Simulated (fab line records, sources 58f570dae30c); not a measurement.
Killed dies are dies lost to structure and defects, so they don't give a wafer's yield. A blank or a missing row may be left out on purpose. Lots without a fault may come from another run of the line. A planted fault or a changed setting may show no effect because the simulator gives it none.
A struck lot beside a sound one | flow berkeley_cmos170 | 15 steps out of a route of 331
Sound: wafers L445.1, L445.4, L445.5. Struck: wafers L448.1, L448.2, L448.6. The cause comes at the end.
At each step with rows: each side's tool, then ch and its chambers, then its first start. Under that, the readings that differ: sound wafers | struck wafers | difference of the means | sigmas: that difference in standard deviations of wafers without a fault.
alike: readings whose means differ by less than 2 such deviations, and words and numbers that are the same on both sides. not compared: withheld readings, readings that some wafer has no value for, bounds like >300 that may hide the same value, and numbers for which the record gives no deviation and whose values overlap.
The two part at a step that has a row with sigmas, a row that says differs or no value, or rows on one side only. Numbers that don't overlap but have no deviation are shown without sigmas and don't part them. A reading that every wafer of one side lacks parts them only if that side has two wafers or more.

UCB170_NWELL_THK_MEAS_02:
  sound on film_metro-02, day 2 02:12; struck on film_metro-03, day 2 21:15
  reading              | sound          | struck         | difference | sigmas
  NWELL_OXIDE_THK (nm) | 26.1 26.8 27.1 | 25.4 25.5 25.6 | -1.2       | -2
then, 2 steps without rows for these wafers: UCB170_NWELL_ANNEAL_03 (time 900 s); UCB170_NWELL_CVD_04 (deposits Si3N4 from SiH2Cl2/NH3, target thk 224 nm, time 3360 s).
UCB170_NWELL_THK_MEAS_05:
  sound on film_metro-03, day 2 06:42; struck on film_metro-01, day 3 02:51
  alike: NWELL_NITRIDE_THK
then, 6 steps without rows for these wafers: UCB170_NWELL_HMDS_06 (prime time 60 s); UCB170_NWELL_COAT_07 (resist thk 900 nm); UCB170_NWELL_SOFTBAKE_08 (time 60 s); UCB170_NWELL_EXPOSE_09 (exposes mask NWELL, target cd 3000 nm); UCB170_NWELL_PEB_10; UCB170_NWELL_DEVELOP_11 (develop time 45 s).
UCB170_NWELL_OVL_MEAS_12:
  sound on overlay-02, day 2 07:53; struck on overlay-02, day 3 04:40
  alike: NWELL_OVL
UCB170_NWELL_ETCH_13: etches Si3N4 in CH3F/Ar/O2, stops on SiO2, target depth 246.4 nm, time 154 s.
  sound on rie_diel-03 ch 1,2,3, day 2 07:55; struck on rie_diel-03 ch 0,2, day 3 04:42
  alike: drypump_motor_current_A, oes_product_au, throttle_valve_pct
  not compared: rf_hours_counter_h
UCB170_NWELL_IMPLANT_14:
  sound on implanter-01 ch 0, day 2 08:01; struck on implanter-01 ch 0, day 3 04:48
  reading                   | sound                | struck               | difference | sigmas
  beam_energy_keV           | 149.97 150.05 149.96 | 155.71 155.72 155.69 | +5.71      | +99 or more
  model.implant.rp_nm (nm)  | 184.9 184.9 184.9    | 202.7 202.7 202.7    | +17.8      |
  model.implant.drp_nm (nm) | 62.72 62.72 62.72    | 64.51 64.51 64.51    | +1.79      |
  alike: dose_ions_cm2
UCB170_NWELL_STRIP_15: strips in O2.
  sound on plasma_asher-04 ch 1, day 2 08:10; struck on plasma_asher-01 ch 0,1, day 3 04:57
  reading                     | sound       | struck      | difference | sigmas
  drypump_motor_current_A (A) | 4.8 4.8 4.8 | 6.6 5.6 6.5 | +1.4       | +3
  alike: oes_product_au, strip_time_to_endpoint_s
  not compared: rf_hours_counter_h
then, 1 step without rows for these wafers: UCB170_M3_PROBE_99.

WHERE THEY PART
First at UCB170_NWELL_THK_MEAS_02; last, within this record, at UCB170_NWELL_STRIP_15.

WHY: what the simulator had put in
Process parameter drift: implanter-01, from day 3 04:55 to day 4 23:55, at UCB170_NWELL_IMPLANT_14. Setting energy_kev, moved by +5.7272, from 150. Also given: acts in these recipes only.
